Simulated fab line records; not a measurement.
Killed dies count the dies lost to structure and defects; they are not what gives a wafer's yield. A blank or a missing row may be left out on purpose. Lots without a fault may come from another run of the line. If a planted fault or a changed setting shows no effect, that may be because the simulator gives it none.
One fault seen from 2 desks :: flow berkeleyCmos170 :: each desk holds nothing but its own numbers, with what lay behind them at the end

AT THE TOOL OWNER'S DESK: krfScanner-01
The tool's own readings at UCB170_NLDD_EXPOSE_03 (exposes mask NSELECT, target cd 1200 nm): means of the sampled wafers that have a number, for each lot that ran on this tool. A lot is out of limits, marked OUT, if its mean lies more than 4 standard deviations from the usual mean; the brackets give that distance.
Columns: A = focusOffsetNm at UCB170_NLDD_EXPOSE_03, usual 0.0 nm
lot: L928
first seen here: day 7 00:43
A: -0.2

lot: L929
first seen here: day 7 01:19
A: 0.5

lot: L935
first seen here: day 8 17:55
A: 0.6

lot: L938
first seen here: day 9 01:52
A: -1.0

lot: L940
first seen here: day 9 18:49
A: 0.4

lot: L941
first seen here: day 9 19:23
A: 0.1

lot: L942
first seen here: day 10 08:23
A: -0.2

lot: L945
first seen here: day 10 17:53
A: 0.4
Finding of this desk: none of the 8 lots has anything out of limits.

THE METROLOGY DESK
Lot by lot, what the gauges showed, no matter which tool ran the lot: averages of those sampled wafers that carry a number. A lot is out of limits, marked OUT, if its mean lies more than 4 standard deviations from the usual mean; the brackets give that distance.
Columns: A = NLDD_OVL at UCB170_NLDD_OVL_MEAS_07, usual -4 nm
lot: L928
first seen here: day 7 01:40
A: -9

lot: L930
first seen here: day 7 02:01
A: 3

lot: L929
first seen here: day 7 02:09
A: -3

lot: L934
first seen here: day 8 02:10
A: -5

lot: L931
first seen here: day 8 02:25
A: -5

lot: L935
first seen here: day 8 19:10
A: -8

lot: L937
first seen here: day 8 19:11
A: -8

lot: L938
first seen here: day 9 02:20
A: -13

lot: L940
first seen here: day 9 19:18
A: 170 (+29) OUT

lot: L939
first seen here: day 9 19:33
A: -2

lot: L941
first seen here: day 9 19:53
A: 169 (+29) OUT

lot: L942
first seen here: day 10 09:13
A: 177 (+30) OUT

lot: L943
first seen here: day 10 09:27
A: -2

lot: L945
first seen here: day 10 18:24
A: 174 (+30) OUT

lot: L944
first seen here: day 11 07:26
A: -1

lot: L948
first seen here: day 11 08:00
A: -5
This desk's result: L940, L941, L942, L945 out of limits, first on L940 (NLDD_OVL at UCB170_NLDD_OVL_MEAS_07), day 9 19:18. L928, L930, L929, L934, L931, L935, L937, L938, L939, L943, L944, L948 stayed within limits.

PUT TOGETHER
The metrology desk could have raised an alarm at day 9 19:18, on L940, L941, L942, L945.
The tool owner's desk saw nothing out of limits.
Tool owner's desk: L940, L941, L942, L945 on record, inside its limits.
UCB170_NLDD_EXPOSE_03 was run on krfScanner-01 by each of the lots named.

WHAT THE SIMULATOR HAD INSERTED
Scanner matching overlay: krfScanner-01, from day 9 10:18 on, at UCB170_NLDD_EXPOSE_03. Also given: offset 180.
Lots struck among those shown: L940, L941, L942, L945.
Per desk, hours elapsed from the start of the fault to the first reading out of limits: for the metrology desk, 9.
